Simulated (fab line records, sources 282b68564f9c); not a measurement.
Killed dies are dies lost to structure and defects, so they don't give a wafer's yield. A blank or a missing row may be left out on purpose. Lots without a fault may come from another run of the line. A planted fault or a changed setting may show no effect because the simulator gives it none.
Problem report in the 8D (eight disciplines) form, filled by code | flow rit_cmos | the parts of the form that need people (team, actions taken, sign-off) are left out

1. THE PROBLEM
NWELL_TW at RIT_NWELL_TW_MEAS_10 reads a mean of 1982 on 6 wafers of 2 lots; wafers without a fault read 2143 with a standard deviation of 12. That is -13 standard deviations from the usual mean.
First seen on wafer L204.2, day 4 10:18, on film_metro-01. The record holds 42 wafers of 14 lots with a number at this step. Rule for "out", or "out of limits": more than 4 standard deviations from the usual mean. The other wafers with a number count as sound.

2. WHAT IT IS AND WHAT IT IS NOT
question                    | is                     | is not
which readings at this step | NWELL_TW               | -
which lots                  | L204, L209             | L192, L194, L195, L196, L198, L201, L202, L205, L206, L211, L213, L215
which wafers of those lots  | all that have a number | -
read on which gauges        | film_metro-01          | film_metro-03, film_metro-04
when                        | from day 4 10:18       | up to then (21 sound wafers); but 15 sound wafers of L205, L206, L211, L213, L215 came after

3. SUSPECTS, AND WHAT RULES EACH OUT
Counting: a tool at a process step up to the reading stays a suspect if it ran every lot that is out and no sound lot after the first of them.
- the gauge at RIT_NWELL_TW_MEAS_10: ruled out. All the wafers that are out were read on film_metro-01, but those of them that RIT_NWELL_IMPLANT_08 has rows for are out there too, on other tools.
- implanter-02 at RIT_NWELL_IMPLANT_08: kept. It ran every lot that is out, first L204 (day 4 09:59), and no sound lot after that; its last sound lot up to then is L202 (day 3 22:36). Its own readings are out on those wafers: beam_energy_keV.
Left after counting: implanter-02 at RIT_NWELL_IMPLANT_08.

4. THE CAUSE (what the simulator had put in)
Process parameter drift: implanter-02, from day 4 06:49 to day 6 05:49, at RIT_NWELL_IMPLANT_08. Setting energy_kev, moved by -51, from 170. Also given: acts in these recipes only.
Counting left only this tool.

5. THE CHAIN OF EFFECTS, in route order
Each row: a reading whose mean over the struck wafers that have a number lies more than 3 standard deviations from the usual. Only readings for which the record gives a usual standard deviation are gone through. hours: the time from each lot's start at the first step in this table that gives one to its start at this step, as a median over the lots. sigmas: the change in usual standard deviations.
hours | step                     | reading         | usual        | on struck wafers | change | sigmas
0     | RIT_NWELL_IMPLANT_08     | beam_energy_keV | 170.01       | 119.01           | -51.00 | -99 or more
0     | RIT_NWELL_TW_MEAS_10     | NWELL_TW        | 2143         | 1982             | -161   | -13
8     | RIT_WELLDRIVE_RS_MEAS_01 | NWELL_RS        | 279.7 ohm/sq | 282.6            | +2.9   | +3.9
The process steps in it:
- RIT_NWELL_IMPLANT_08

6. WHAT WOULD HAVE CAUGHT IT SOONER
In this record the first reading out of limits at a measuring or inspecting step was taken at day 4 10:18, 3 hours after the fault began at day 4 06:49.
The tool's own readings at RIT_NWELL_IMPLANT_08 were out on every struck wafer that the step has a row for (beam_energy_keV): an alarm limit on them would have fired on the first of those.
Of the lots that are out (2), L209 began RIT_NWELL_IMPLANT_08 on implanter-02 after day 4 10:18. A hold on the tool at that time would have spared it.
